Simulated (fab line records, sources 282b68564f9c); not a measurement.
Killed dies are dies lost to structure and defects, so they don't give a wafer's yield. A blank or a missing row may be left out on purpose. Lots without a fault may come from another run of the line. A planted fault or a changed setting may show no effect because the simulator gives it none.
fab line records | flow rit_cmos
record lots=5 wafers=15 last_day=7
route steps=202 shown PWELL@49 WELLDRIVE@50 NWELL@51 NRETRO@53 PRETRO@64 GATE@75 FOX2@80
lots that met no fault: from a run of the same line without faults
start_h: hours from the record's first day to the start of the lot's first wafer shown | wait_h: hours since the lot's step before | " the same as in the row above | L1.1+2: a row that stands for several wafers | - no value, or no start given | * or withheld: withheld | < > ~ a bound
route shown NAME@n: a module of which the file shows steps, and the number in the route of the first | usual: mean/standard deviation of fault-free wafers | same: alike in all rows | chamber/n: place in a boat | sites: the reading at each site | _std_site: their standard deviation | _edge_site: outer sites' mean less inner sites' | radius_mm: how far each site lies from the wafer's centre | mask NAME#n: copy n | behind: the tool/chamber that last shaped the wafer | hold: why the lot was held/for how many hours/how that ended | device: the transistor (n, p or np) that didn't switch | end of line: the same wafers' tests at the end of the route | a step without rows: its recipe alone | killed: dies lost to structure and defects at the first sort, not the wafer's yield | map: a wafer's dies, x killed, . not, _ none there
set.NAME: the setting as run; set.NAME@STEP: as run at that earlier step | model.NAME: the simulator's own value behind a step, which no gauge read
lots at some steps of the route; a table a step, a row a wafer
services: from which hour (start_h, from the record's first day; less than 0 if before it) a tool's chamber was out of use, for how many hours, and why
## steps
# step RIT_PWELL_TW_MEAS_10
# usual PWELL_TW=956/9.7
# columns lot.wafer tool chamber start_h wait_h PWELL_TW
L079.4 film_metro-01 - 52.55 0.1 961
L079.5 " - " " 964
L079.6 " - " " 964
L081.1 film_metro-03 - 60.89 0.1 946
L081.3 " - " " 952
L081.5 " - " " 943
L084.1 film_metro-02 - 74.38 0.1 952
L084.2 " - " " 942
L084.3 " - " " 945
L092.4 film_metro-03 - 115.30 0.1 949
L092.5 " - " " 945
L092.6 " - " " 944
L096.3 film_metro-03 - 134.76 0.1 945
L096.5 " - " " 946
L096.6 " - " " 946
# step RIT_WELLDRIVE_ANNEAL_00
# recipe temp_c=1100 time_s=14700 ambient=N2
# usual tube_center_temp_C=1100/0.1
# columns lot.wafer tool chamber start_h wait_h tube_center_temp_C
L079.4 furnace-01 0 55.04 2.5 1099.9
L079.5 " 0 " " 1099.8
L079.6 " 0 " " 1100
L081.1 furnace-01 0 62.31 1.4 1100.1
L081.3 " 0 " " 1099.9
L081.5 " 0 " " 1099.9
L084.1 furnace-01 0 75.70 1.3 1099.9
L084.2 " 0 " " 1100
L084.3 " 0 " " 1100.1
L092.4 furnace-03 0 116.00 0.7 1100
L092.5 " 0 " " 1100.1
L092.6 " 0 " " 1099.8
L096.3 furnace-04 0 135.65 0.9 1100.1
L096.5 " 0 " " 1100.1
L096.6 " 0 " " 1100.2
# step RIT_WELLDRIVE_RS_MEAS_01
# recipe thk_meas_gauge=four-point-probe
# usual NWELL_RS=279.5/0.76
# columns lot.wafer tool chamber start_h wait_h NWELL_RS[ohm/sq]
L079.4 film_metro-01 - 60.19 0.1 279.8
L079.5 " - " " 280.2
L079.6 " - " " 279.7
L081.1 film_metro-03 - 67.39 0.0 279.2
L081.3 " - " " 278.5
L081.5 " - " " 279.6
L084.1 film_metro-03 - 80.78 0.0 279.7
L084.2 " - " " 280.1
L084.3 " - " " 279.0
L092.4 film_metro-03 - 121.14 0.1 279.7
L092.5 " - " " 279.1
L092.6 " - " " 279.0
L096.3 film_metro-03 - 140.77 0.0 281.8
L096.5 " - " " 280.6
L096.6 " - " " 280.5
# step RIT_WELLDRIVE_RS_MEAS_02
# recipe thk_meas_gauge=four-point-probe
# usual PWELL_RS=429.9/1.1
# columns lot.wafer tool chamber start_h wait_h PWELL_RS[ohm/sq]
L079.4 film_metro-01 - 60.31 0.1 429.7
L079.5 " - " " 429.1
L079.6 " - " " 428.9
L081.1 film_metro-03 - 67.51 0.1 428.9
L081.3 " - " " 431.2
L081.5 " - " " 430.1
L084.1 film_metro-03 - 80.90 0.1 429.5
L084.2 " - " " 430.0
L084.3 " - " " 429.1
L092.4 film_metro-03 - 121.26 0.1 429.8
L092.5 " - " " 430.9
L092.6 " - " " 430.3
L096.3 film_metro-03 - 140.89 0.1 430.3
L096.5 " - " " 430.2
L096.6 " - " " 430.9
# step RIT_NRETRO_HMDS_00
# recipe prime_time_s=60 prime_temp_c=140
# columns lot.wafer tool chamber start_h wait_h
L079.4+5+6 litho_track-04 0 60.44 0.1
L081.1+3+5 litho_track-02 0 67.63 0.1
L084.1+2+3 litho_track-01 0 81.02 0.1
L092.4+5+6 litho_track-02 0 121.39 0.1
L096.3+5+6 litho_track-04 0 141.02 0.1
# step RIT_NRETRO_COAT_01
# recipe resist=NOVOLAK spin_rpm=1985 resist_thk_nm=1300
# usual spin_speed_rpm=1984.9/1.2
# columns lot.wafer tool chamber start_h wait_h spin_speed_rpm
L079.4 litho_track-04 0 60.59 0.1 1984.3
L079.5 " 0 " " 1983.3
L079.6 " 0 " " 1984.7
L081.1 litho_track-02 0 67.78 0.1 1984.4
L081.3 " 0 " " 1984.6
L081.5 " 0 " " 1984.5
L084.1 litho_track-01 0 81.17 0.1 1985.2
L084.2 " 0 " " 1985.7
L084.3 " 0 " " 1982.4
L092.4 litho_track-02 0 121.54 0.1 1984.9
L092.5 " 0 " " 1986.1
L092.6 " 0 " " 1984.9
L096.3 litho_track-04 0 141.17 0.1 1985.8
L096.5 " 0 " " 1983.7
L096.6 " 0 " " 1985.2
# step RIT_NRETRO_SOFTBAKE_02
# recipe resist=NOVOLAK temp_c=90 time_s=60
# columns lot.wafer tool chamber start_h wait_h
L079.4+5+6 litho_track-04 0 60.74 0.1
L081.1+3+5 litho_track-02 0 67.93 0.1
L084.1+2+3 litho_track-01 0 81.32 0.1
L092.4+5+6 litho_track-02 0 121.69 0.1
L096.3+5+6 litho_track-04 0 141.32 0.1
# step RIT_NRETRO_EXPOSE_03
# recipe mask_id=M4 na=0.57 target_cd_nm=43900 dose_mj=250
# columns lot.wafer tool chamber start_h wait_h mask
L079.4+5+6 iline_stepper-02 0 60.88 0.1 M4#0
L081.1+3+5 iline_stepper-01 0 68.08 0.1 M4#0
L084.1+2+3 iline_stepper-02 0 81.60 0.2 M4#0
L092.4+5+6 iline_stepper-02 0 121.95 0.2 M4#0
L096.3+5+6 iline_stepper-01 0 141.59 0.2 M4#0
# step RIT_NRETRO_PEB_04
# recipe resist=NOVOLAK temp_c=withheld time_s=withheld
# columns lot.wafer tool chamber start_h wait_h
L079.4+5+6 litho_track-01 0 61.01 0.1
L081.1+3+5 litho_track-02 0 68.20 0.1
L084.1+2+3 litho_track-01 0 81.71 0.1
L092.4+5+6 litho_track-02 0 122.09 0.1
L096.3+5+6 litho_track-04 0 141.76 0.1
# step RIT_NRETRO_DEVELOP_05
# recipe resist=NOVOLAK develop_time_s=68 dev_temp_c=23
# columns lot.wafer tool chamber start_h wait_h
L079.4+5+6 litho_track-01 0 - -
L081.1+3+5 litho_track-02 0 - -
L084.1+2+3 litho_track-01 0 - -
L092.4+5+6 litho_track-02 0 - -
L096.3+5+6 litho_track-04 0 - -
# step RIT_NRETRO_OVL_MEAS_06
# usual NRETRO_OVL=-1.7/1.6
# columns lot.wafer tool chamber start_h wait_h NRETRO_OVL[nm]
L079.4 overlay-02 - 61.26 - -0.6
L079.5 " - " " -2.2
L079.6 " - " " -1.8
L081.1 overlay-01 - 68.51 - -0.6
L081.3 " - " " 0.6
L081.5 " - " " 0.4
L084.1 overlay-02 - 82.03 - -2.5
L084.2 " - " " -2.6
L084.3 " - " " -2.4
L092.4 overlay-01 - 122.34 - -3.0
L092.5 " - " " -2.9
L092.6 " - " " -1.5
L096.3 overlay-01 - 142.03 - -0.9
L096.5 " - " " 0.0
L096.6 " - " " 0.7
# step RIT_NRETRO_HARDBAKE_07
# recipe resist=NOVOLAK temp_c=140 time_s=120
# columns lot.wafer tool chamber start_h wait_h
L079.4+5+6 litho_track-04 0 61.41 0.1
L081.1+3+5 litho_track-02 0 68.55 0.0
L084.1+2+3 litho_track-04 0 82.06 0.0
L092.4+5+6 litho_track-04 0 122.49 0.1
L096.3+5+6 litho_track-02 0 142.14 0.1
# step RIT_NRETRO_IMPLANT_08
# recipe species=P energy_kev=70 dose_cm2=1e+13 tilt_deg=7
# usual beam_energy_keV=69.993/0.022 faraday_current_uA=31.8/0.68 tilt_deg=7.000/0.02
# columns lot.wafer tool chamber start_h wait_h beam_energy_keV faraday_current_uA tilt_deg
L079.4 implanter-02 0 61.61 0.2 69.973 31.4 7.023
L079.5 " 0 " " 70.016 31.7 7.021
L079.6 " 0 " " 70.025 31.9 7.000
L081.1 implanter-01 0 68.80 0.2 69.967 31.4 7.026
L081.3 " 0 " " 69.984 32.6 7.031
L081.5 " 0 " " 69.988 31.5 7.040
L084.1 implanter-03 0 82.31 0.2 70.005 32.2 7.021
L084.2 " 0 " " 69.969 30.9 7.038
L084.3 " 0 " " 69.985 31.7 7.022
L092.4 implanter-03 0 122.69 0.2 69.950 32.1 7.029
L092.5 " 0 " " 69.973 30.7 7.001
L092.6 " 0 " " 69.972 32.5 7.021
L096.3 implanter-01 0 142.36 0.2 70.041 31.6 6.976
L096.5 " 0 " " 70.012 31.4 7.041
L096.6 " 0 " " 70.007 31.8 6.996
# step RIT_NRETRO_STRIP_09
# recipe chemistry=O2 time_s=180 resist=NOVOLAK platen_temp_c=withheld power_w=500 pressure_mtorr=4000 o2_flow_sccm=4000
# usual drypump_motor_current_A=5.6/0.3
# columns lot.wafer tool chamber start_h wait_h drypump_motor_current_A rf_hours_counter_h
L079.4 plasma_asher-04 0 61.74 0.1 5.9 -
L079.5 " 0 " " 5.9 -
L079.6 " 1 " " 5.8 -
L081.1 plasma_asher-03 0 68.95 0.1 5.3 42
L081.3 " 0 " " 5.3 -
L081.5 " 1 " " 5.2 -
L084.1 plasma_asher-03 1 82.46 0.1 5.2 44
L084.2 " 0 " " 5.3 44
L084.3 " 0 " " 5.3 -
L092.4 plasma_asher-02 0 122.82 0.1 5.7 -
L092.5 " 0 " " 5.7 -
L092.6 " 1 " " 6.0 -
L096.3 plasma_asher-02 1 142.51 0.1 6.0 -
L096.5 " 1 " " 6.0 -
L096.6 " 0 " " 5.7 -
# step RIT_NRETRO_TW_MEAS_10
# usual NRETRO_TW=1046/4.2
# columns lot.wafer tool chamber start_h wait_h NRETRO_TW
L079.4 film_metro-04 - 61.89 0.1 1052
L079.5 " - " " 1045
L079.6 " - " " 1057
L081.1 film_metro-04 - 69.12 0.1 1048
L081.3 " - " " 1049
L081.5 " - " " 1044
L084.1 film_metro-03 - 82.64 0.1 1043
L084.2 " - " " 1047
L084.3 " - " " 1048
L092.4 film_metro-02 - 122.97 0.1 1051
L092.5 " - " " 1048
L092.6 " - " " 1052
L096.3 film_metro-03 - 142.65 0.1 1042
L096.5 " - " " 1046
L096.6 " - " " 1046
# step RIT_PRETRO_HMDS_00
# recipe prime_time_s=60 prime_temp_c=140
# columns lot.wafer tool chamber start_h wait_h
L079.4+5+6 litho_track-03 0 61.99 0.1
L081.1+3+5 litho_track-03 0 69.25 0.1
L084.1+2+3 litho_track-02 0 82.70 0.1
L092.4+5+6 litho_track-04 0 123.07 0.1
L096.3+5+6 litho_track-03 0 142.74 0.1
# step RIT_PRETRO_COAT_01
# recipe resist=NOVOLAK spin_rpm=2000 resist_thk_nm=1300
# usual spin_speed_rpm=2000.1/1.2
# columns lot.wafer tool chamber start_h wait_h spin_speed_rpm
L079.4 litho_track-03 0 62.14 0.1 2001.1
L079.5 " 0 " " 2001.3
L079.6 " 0 " " 2001.8
L081.1 litho_track-03 0 69.40 0.1 2002.5
L081.3 " 0 " " 1999.3
L081.5 " 0 " " 1999.7
L084.1 litho_track-02 0 82.85 0.1 2001.0
L084.2 " 0 " " 1999.4
L084.3 " 0 " " 2000.8
L092.4 litho_track-04 0 123.22 0.1 2000.2
L092.5 " 0 " " 1997.3
L092.6 " 0 " " 2000.7
L096.3 litho_track-03 0 142.89 0.1 2000.4
L096.5 " 0 " " 1998.9
L096.6 " 0 " " 2000.7
# step RIT_PRETRO_SOFTBAKE_02
# recipe resist=NOVOLAK temp_c=90 time_s=60
# columns lot.wafer tool chamber start_h wait_h
L079.4+5+6 litho_track-03 0 62.29 0.1
L081.1+3+5 litho_track-03 0 69.55 0.1
L084.1+2+3 litho_track-02 0 83.00 0.1
L092.4+5+6 litho_track-04 0 123.37 0.1
L096.3+5+6 litho_track-03 0 143.04 0.1
# step RIT_PRETRO_EXPOSE_03
# recipe mask_id=M5 na=0.57 target_cd_nm=43700 dose_mj=250
# columns lot.wafer tool chamber start_h wait_h mask
L079.4+5+6 iline_stepper-02 0 62.43 0.1 M5#0
L081.1+3+5 iline_stepper-01 0 69.70 0.1 M5#0
L084.1+2+3 iline_stepper-01 0 83.27 0.2 M5#0
L092.4+5+6 iline_stepper-02 0 123.50 0.1 M5#0
L096.3+5+6 iline_stepper-01 0 143.30 0.2 M5#0
# step RIT_PRETRO_PEB_04
# recipe resist=NOVOLAK temp_c=withheld time_s=withheld
# columns lot.wafer tool chamber start_h wait_h
L079.4+5+6 litho_track-04 0 62.64 0.2
L081.1+3+5 litho_track-03 0 69.82 0.1
L084.1+2+3 litho_track-02 0 83.39 0.1
L092.4+5+6 litho_track-04 0 123.64 0.1
L096.3+5+6 litho_track-04 0 143.43 0.1
# step RIT_PRETRO_DEVELOP_05
# recipe resist=NOVOLAK develop_time_s=68 dev_temp_c=23
# columns lot.wafer tool chamber start_h wait_h
L079.4+5+6 litho_track-04 0 - -
L081.1+3+5 litho_track-03 0 - -
L084.1+2+3 litho_track-02 0 - -
L092.4+5+6 litho_track-04 0 - -
L096.3+5+6 litho_track-04 0 - -
# step RIT_PRETRO_OVL_MEAS_06
# usual PRETRO_OVL=-1.8/1.2
# columns lot.wafer tool chamber start_h wait_h PRETRO_OVL[nm]
L079.4 overlay-01 - 62.89 - -2.3
L079.5 " - " " -2.7
L079.6 " - " " -3.1
L081.1 overlay-01 - 70.13 - -3.8
L081.3 " - " " -1.0
L081.5 " - " " 0.1
L084.1 overlay-02 - 83.70 - -0.9
L084.2 " - " " 0.3
L084.3 " - " " -1.6
L092.4 overlay-01 - 123.89 - -1.0
L092.5 " - " " -0.6
L092.6 " - " " -1.8
L096.3 overlay-01 - 143.71 - -1.8
L096.5 " - " " -2.0
L096.6 " - " " -2.6
# step RIT_PRETRO_HARDBAKE_07
# recipe resist=NOVOLAK temp_c=140 time_s=120
# columns lot.wafer tool chamber start_h wait_h
L079.4+5+6 litho_track-02 0 63.04 0.1
L081.1+3+5 litho_track-04 0 70.22 0.1
L084.1+2+3 litho_track-04 0 83.77 0.1
L092.4+5+6 litho_track-02 0 124.04 0.1
L096.3+5+6 litho_track-02 0 143.81 0.1
# step RIT_PRETRO_IMPLANT_08
# recipe species=B energy_kev=45 dose_cm2=1.2e+13 tilt_deg=7
# usual beam_energy_keV=44.999/0.012 faraday_current_uA=38.1/0.75 tilt_deg=6.995/0.02
# columns lot.wafer tool chamber start_h wait_h beam_energy_keV faraday_current_uA tilt_deg
L079.4 implanter-04 0 63.24 0.2 45.019 37.5 7.023
L079.5 " 0 " " 45.002 37.5 6.993
L079.6 " 0 " " 44.990 38.9 7.023
L081.1 implanter-04 0 70.47 0.2 44.989 37.8 6.986
L081.3 " 0 " " 45.007 39.2 6.996
L081.5 " 0 " " 44.987 38.7 7.001
L084.1 implanter-01 0 84.02 0.2 45.006 38.8 6.982
L084.2 " 0 " " 44.998 37.6 7.013
L084.3 " 0 " " 44.995 37.8 6.999
L092.4 implanter-04 0 124.24 0.2 45.024 38.3 6.970
L092.5 " 0 " " 44.984 36.3 7.002
L092.6 " 0 " " 44.985 37.9 6.980
L096.3 implanter-01 0 144.03 0.2 45.008 39.6 7.029
L096.5 " 0 " " 44.999 39.2 7.007
L096.6 " 0 " " 45.014 37.4 7.013
# step RIT_PRETRO_STRIP_09
# recipe chemistry=O2 time_s=180 resist=NOVOLAK platen_temp_c=withheld power_w=500 pressure_mtorr=4000 o2_flow_sccm=4000
# usual drypump_motor_current_A=5.5/0.44
# columns lot.wafer tool chamber start_h wait_h drypump_motor_current_A rf_hours_counter_h
L079.4 plasma_asher-02 0 63.37 0.1 5.7 -
L079.5 " 0 " " 5.7 -
L079.6 " 1 " " 6.0 -
L081.1 plasma_asher-03 1 70.62 0.1 5.2 43
L081.3 " 1 " " 5.2 -
L081.5 " 0 " " 5.3 -
L084.1 plasma_asher-03 0 84.17 0.1 5.3 44
L084.2 " 1 " " 5.2 44
L084.3 " 0 " " 5.3 -
L092.4 plasma_asher-03 0 124.37 0.1 5.3 -
L092.5 " 1 " " 5.2 -
L092.6 " 0 " " 5.3 -
L096.3 plasma_asher-02 1 144.19 0.1 6.0 -
L096.5 " 1 " " 6.0 -
L096.6 " 0 " " 5.7 -
# step RIT_PRETRO_TW_MEAS_10
# usual PRETRO_TW=475/4
# columns lot.wafer tool chamber start_h wait_h PRETRO_TW
L079.4 film_metro-03 - 63.52 0.1 473
L079.5 " - " " 472
L079.6 " - " " 472
L081.1 film_metro-03 - 70.79 0.1 471
L081.3 " - " " 473
L081.5 " - " " 473
L084.1 film_metro-03 - 84.35 0.1 472
L084.2 " - " " 474
L084.3 " - " " 473
L092.4 film_metro-01 - 124.52 0.1 483
L092.5 " - " " 480
L092.6 " - " " 477
L096.3 film_metro-03 - 144.33 0.1 474
L096.5 " - " " 474
L096.6 " - " " 474
# step RIT_GATE_WET_ETCH_00
# recipe chemistry=BOE target=SiO2 target_depth_nm=56 time_s=62.62 dry=n2_spin dilution=10:1 temp_c=21.5
# columns lot.wafer tool chamber start_h wait_h
L079.4+5+6 wet_bench-02 1 63.55 0.0
L081.1+3+5 wet_bench-04 2 70.85 0.1
L084.1+2+3 wet_bench-03 3 84.41 0.1
L092.4+5+6 wet_bench-04 2 124.55 0.0
L096.3+5+6 wet_bench-04 0 144.37 0.0
# step RIT_GATE_CLEAN_01
# recipe chemistry=SC1 mix=3:3:50 time_s=600 temp_c=75
# columns lot.wafer tool chamber start_h wait_h
L079.4+5+6 wet_bench-03 2 63.57 0.0
L081.1+3+5 wet_bench-02 1 70.88 0.0
L084.1+2+3 wet_bench-04 0 84.43 0.0
L092.4+5+6 wet_bench-02 2 124.57 0.0
L096.3+5+6 wet_bench-02 1 144.39 0.0
# step RIT_GATE_CLEAN_02
# recipe chemistry=dHF dilution=50:1 time_s=30
# columns lot.wafer tool chamber start_h wait_h
L079.4+5+6 wet_bench-02 0 63.75 0.0
L081.1+3+5 wet_bench-03 3 71.07 0.0
L084.1+2+3 wet_bench-02 0 84.61 0.0
L092.4+5+6 wet_bench-03 1 124.76 0.0
L096.3+5+6 wet_bench-04 0 144.57 0.0
# step RIT_GATE_CLEAN_03
# recipe chemistry=SC2 mix=3:3:50 time_s=600 temp_c=75 dry=n2_spin
# columns lot.wafer tool chamber start_h wait_h
L079.4+5+6 wet_bench-03 1 63.76 0.0
L081.1+3+5 wet_bench-04 0 71.09 0.0
L084.1+2+3 wet_bench-04 2 84.62 0.0
L092.4+5+6 wet_bench-04 1 124.78 0.0
L096.3+5+6 wet_bench-03 0 144.58 0.0
# step RIT_GATE_CLEAN_04
# recipe chemistry=dHF dilution=50:1 time_s=60 dry=n2_spin
# columns lot.wafer tool chamber start_h wait_h
L079.4+5+6 wet_bench-02 0 63.94 0.0
L081.1+3+5 wet_bench-03 0 71.26 0.0
L084.1+2+3 wet_bench-02 0 84.80 0.0
L092.4+5+6 wet_bench-02 3 124.96 0.0
L096.3+5+6 wet_bench-04 1 144.77 0.0
# step RIT_FOX2_THK_MEAS_91
# recipe reads=SiO2_of_FOX2_OXIDATION_00
# usual FIELD_OXIDE_LEFT_2_THK=256/7
# columns lot.wafer tool chamber start_h wait_h FIELD_OXIDE_LEFT_2_THK[nm]
L079.4 film_metro-01 - 64.00 0.0 251
L079.5 " - " " 258
L079.6 " - " " 255
L081.1 film_metro-01 - 71.29 0.0 246
L081.3 " - " " 251
L081.5 " - " " 249
L084.1 film_metro-02 - 84.82 0.0 261
L084.2 " - " " 252
L084.3 " - " " 257
L092.4 film_metro-02 - 125.01 0.0 261
L092.5 " - " " 252
L092.6 " - " " 261
L096.3 film_metro-01 - 144.82 0.0 254
L096.5 " - " " 256
L096.6 " - " " 252
# step RIT_GATE_OXIDATION_05
# recipe temp_c=900 ambient=O2 target_thk_a=30 ox_time_s=270
# usual tube_center_temp_C=899.98/0.084
# columns lot.wafer tool chamber start_h wait_h tube_center_temp_C
L079.4 furnace-03 0 64.03 0.0 899.96
L079.5 " 0 " " 900
L079.6 " 0 " " 899.95
L081.1 furnace-04 0 72.43 1.1 900.1
L081.3 " 0 " " 900
L081.5 " 0 " " 900.16
L084.1 furnace-01 0 85.87 1.0 899.99
L084.2 " 0 " " 900.02
L084.3 " 0 " " 899.86
L092.4 furnace-03 0 125.43 0.4 899.85
L092.5 " 0 " " 899.94
L092.6 " 0 " " 900.02
L096.3 furnace-04 0 145.73 0.9 900.07
L096.5 " 0 " " 899.9
L096.6 " 0 " " 899.89
# step RIT_GATE_ANNEAL_06
# recipe temp_c=900 time_s=600 ambient=N2O
# usual tube_center_temp_C=900/0.085
# columns lot.wafer tool chamber start_h wait_h tube_center_temp_C
L079.4 furnace-03 0 66.42 1.3 899.9
L079.5 " 0 " " 899.96
L079.6 " 0 " " 899.99
L081.1 furnace-04 0 73.51 0.0 899.97
L081.3 " 0 " " 899.9
L081.5 " 0 " " 899.99
L084.1 furnace-03 0 89.82 2.9 899.93
L084.2 " 0 " " 900.03
L084.3 " 0 " " 899.97
L092.4 furnace-03 0 126.51 0.0 899.97
L092.5 " 0 " " 899.95
L092.6 " 0 " " 899.99
L096.3 furnace-04 0 148.12 1.3 900
L096.5 " 0 " " 899.95
L096.6 " 0 " " 900.12
# step RIT_GATE_THK_MEAS_07
# recipe reads=SiO2_of_GATE_OXIDATION_05
# usual GATE_OXIDE_THK=3.01/0.063
# columns lot.wafer tool chamber start_h wait_h GATE_OXIDE_THK[nm]
L079.4 film_metro-01 - 66.70 0.0 3.08
L079.5 " - " " 2.96
L079.6 " - " " 2.97
L081.1 film_metro-04 - 73.76 0.0 2.95
L081.3 " - " " 2.95
L081.5 " - " " 2.97
L084.1 film_metro-01 - 90.07 0.0 3.11
L084.2 " - " " 3.12
L084.3 " - " " 3.09
L092.4 film_metro-01 - 126.79 0.0 3.03
L092.5 " - " " 3.03
L092.6 " - " " 3.03
L096.3 film_metro-04 - 148.39 0.0 2.98
L096.5 " - " " 3.08
L096.6 " - " " 3.01
# step RIT_GATE_CVD_08
# recipe material=poly-Si target_thk_nm=250 temp_c=610 precursor=SiH4 time_s=2220 pressure_mtorr=300 sih4_flow_sccm=100
# usual sih4_flow_sccm=99.95/0.26
# columns lot.wafer tool chamber start_h wait_h sih4_flow_sccm
L079.4 lpcvd-01 0 66.73 0.0 99.66
L079.5 " 0 " " 99.67
L079.6 " 0 " " 99.85
L081.1 lpcvd-01 1 73.82 0.1 100.19
L081.3 " 1 " " 100.40
L081.5 " 1 " " 100.66
L084.1 lpcvd-01 1 90.13 0.1 100.12
L084.2 " 1 " " 99.94
L084.3 " 1 " " 100.52
L092.4 lpcvd-02 0 126.82 0.0 99.72
L092.5 " 0 " " 99.95
L092.6 " 0 " " 99.91
L096.3 lpcvd-01 1 148.73 0.3 100.08
L096.5 " 1 " " 100.14
L096.6 " 1 " " 99.99
# step RIT_GATE_THK_MEAS_09
# recipe reads=poly-Si_of_GATE_CVD_08
# usual GATE_POLY_THK=251.3/2.2
# columns lot.wafer tool chamber start_h wait_h GATE_POLY_THK[nm]
L079.4 film_metro-01 - 68.37 0.0 253.3
L079.5 " - " " 251.6
L079.6 " - " " 255.3
L081.1 film_metro-01 - 75.44 0.0 253.9
L081.3 " - " " 254.6
L081.5 " - " " 253.6
L084.1 film_metro-04 - 91.74 0.0 249.7
L084.2 " - " " 249.9
L084.3 " - " " 251.6
L092.4 film_metro-02 - 128.46 0.0 249.4
L092.5 " - " " 250.6
L092.6 " - " " 250.7
L096.3 film_metro-04 - 150.36 0.0 248.3
L096.5 " - " " 249.7
L096.6 " - " " 249.3
# step RIT_GATE_HMDS_10
# recipe prime_time_s=60 prime_temp_c=140
# columns lot.wafer tool chamber start_h wait_h
L079.4+5+6 litho_track-04 0 68.48 0.1
L081.1+3+5 litho_track-01 0 75.50 0.1
L084.1+2+3 litho_track-01 0 91.95 0.2
L092.4+5+6 litho_track-03 0 128.72 0.2
L096.3+5+6 litho_track-01 0 150.45 0.1
# step RIT_GATE_COAT_11
# recipe resist=NOVOLAK spin_rpm=4250 resist_thk_nm=850
# usual spin_speed_rpm=4249.6/2.8
# columns lot.wafer tool chamber start_h wait_h spin_speed_rpm
L079.4 litho_track-04 0 68.63 0.1 4246.3
L079.5 " 0 " " 4251.2
L079.6 " 0 " " 4247.9
L081.1 litho_track-01 0 75.65 0.1 4251.2
L081.3 " 0 " " 4251.7
L081.5 " 0 " " 4252.3
L084.1 litho_track-01 0 92.10 0.1 4249.3
L084.2 " 0 " " 4253.0
L084.3 " 0 " " 4253.1
L092.4 litho_track-03 0 128.87 0.1 4247.3
L092.5 " 0 " " 4253.8
L092.6 " 0 " " 4247.4
L096.3 litho_track-01 0 150.60 0.1 4246.5
L096.5 " 0 " " 4247.9
L096.6 " 0 " " 4250.2
# step RIT_GATE_SOFTBAKE_12
# recipe resist=NOVOLAK temp_c=90 time_s=60
# columns lot.wafer tool chamber start_h wait_h
L079.4+5+6 litho_track-04 0 68.78 0.1
L081.1+3+5 litho_track-01 0 75.80 0.1
L084.1+2+3 litho_track-01 0 92.25 0.1
L092.4+5+6 litho_track-03 0 129.02 0.1
L096.3+5+6 litho_track-01 0 150.75 0.1
# step RIT_GATE_EXPOSE_13
# recipe mask_id=M6 na=0.6 source_shape=conventional sigma_outer=0.6 target_cd_nm=150 dose_mj=386.1
# columns lot.wafer tool chamber start_h wait_h mask
L079.4+5+6 iline_stepper-02 0 68.91 0.1 M6#0
L081.1+3+5 iline_stepper-01 0 75.95 0.1 M6#0
L084.1+2+3 iline_stepper-02 0 92.40 0.1 M6#0
L092.4+5+6 iline_stepper-02 0 129.15 0.1 M6#0
L096.3+5+6 iline_stepper-01 0 150.89 0.1 M6#0
# step RIT_GATE_PEB_14
# recipe resist=NOVOLAK temp_c=withheld time_s=withheld
# columns lot.wafer tool chamber start_h wait_h
L079.4+5+6 litho_track-03 0 69.04 0.1
L081.1+3+5 litho_track-03 0 76.06 0.1
L084.1+2+3 litho_track-01 0 92.51 0.1
L092.4+5+6 litho_track-04 0 129.34 0.2
L096.3+5+6 litho_track-01 0 151.02 0.1
# step RIT_GATE_DEVELOP_15
# recipe resist=NOVOLAK develop_time_s=50 dev_temp_c=23
# columns lot.wafer tool chamber start_h wait_h
L079.4+5+6 litho_track-03 0 - -
L081.1+3+5 litho_track-03 0 - -
L084.1+2+3 litho_track-01 0 - -
L092.4+5+6 litho_track-04 0 - -
L096.3+5+6 litho_track-01 0 - -
# step RIT_GATE_CD_MEAS_16
# recipe target_cd_nm=150
# usual cd_nm=150.2/2.7
# columns lot.wafer tool chamber start_h wait_h cd_nm
L079.4 cd_sem-02 - 69.31 - 150.1
L079.5 " - " " 149.4
L079.6 " - " " 150.4
L081.1 cd_sem-02 - 76.35 - 149.4
L081.3 " - " " 149.1
L081.5 " - " " 149.1
L084.1 cd_sem-02 - 92.80 - 156.2
L084.2 " - " " 156.9
L084.3 " - " " 154.0
L092.4 cd_sem-01 - 129.61 - 147.3
L092.5 " - " " 148.5
L092.6 " - " " 147.8
L096.3 cd_sem-01 - 151.29 - 154.0
L096.5 " - " " 155.4
L096.6 " - " " 157.2
# step RIT_GATE_OVL_MEAS_17
# usual GATE_OVL=-0.3/1.1
# columns lot.wafer tool chamber start_h wait_h GATE_OVL[nm]
L079.4 overlay-01 - 69.39 0.1 -1.5
L079.5 " - " " -0.9
L079.6 " - " " -0.7
L081.1 overlay-02 - 76.47 0.1 0.7
L081.3 " - " " 0.0
L081.5 " - " " -1.7
L084.1 overlay-01 - 92.92 0.1 -0.7
L084.2 " - " " 0.4
L084.3 " - " " -1.9
L092.4 overlay-02 - 129.69 0.1 -2.2
L092.5 " - " " 0.0
L092.6 " - " " -0.6
L096.3 overlay-01 - 151.39 0.1 0.5
L096.5 " - " " 0.8
L096.6 " - " " -2.0
# step RIT_GATE_HARDBAKE_18
# recipe resist=NOVOLAK temp_c=140 time_s=60
# columns lot.wafer tool chamber start_h wait_h
L079.4+5+6 litho_track-01 0 69.48 0.1
L081.1+3+5 litho_track-01 0 76.50 0.0
L084.1+2+3 litho_track-01 0 92.95 0.0
L092.4+5+6 litho_track-04 0 129.78 0.1
L096.3+5+6 litho_track-01 0 151.59 0.2
## services
# columns tool chamber start_h hours kind
furnace-03 - 35.74 7.0 pm
implanter-03 - 46.71 5.2 repair
lpcvd-02 - 50.99 2.8 pm
plasma_asher-04 - 62.96 15.9 pm
implanter-02 - 66.62 12.5 repair
plasma_asher-02 - 67.06 1.2 repair
iline_stepper-02 - 70.56 2.1 repair
iline_stepper-01 - 84.15 8.8 repair
iline_stepper-01 - 84.47 8.8 repair
implanter-04 - 90.52 2.5 repair
implanter-04 - 102.93 3.4 repair
plasma_asher-03 - 107.08 5.2 repair
plasma_asher-03 - 112.27 9.0 pm
plasma_asher-03 0 112.27 9.0 vent_cycle
plasma_asher-03 1 112.27 9.0 vent_cycle
iline_stepper-01 - 117.68 2.5 repair
plasma_asher-03 0 121.27 - clean
plasma_asher-03 1 121.27 - clean
implanter-02 - 123.74 29.2 repair
furnace-03 - 128.07 3.9 pm
iline_stepper-02 0 132.33 - calibration
iline_stepper-02 - 145.93 7.0 repair
## key
fault none
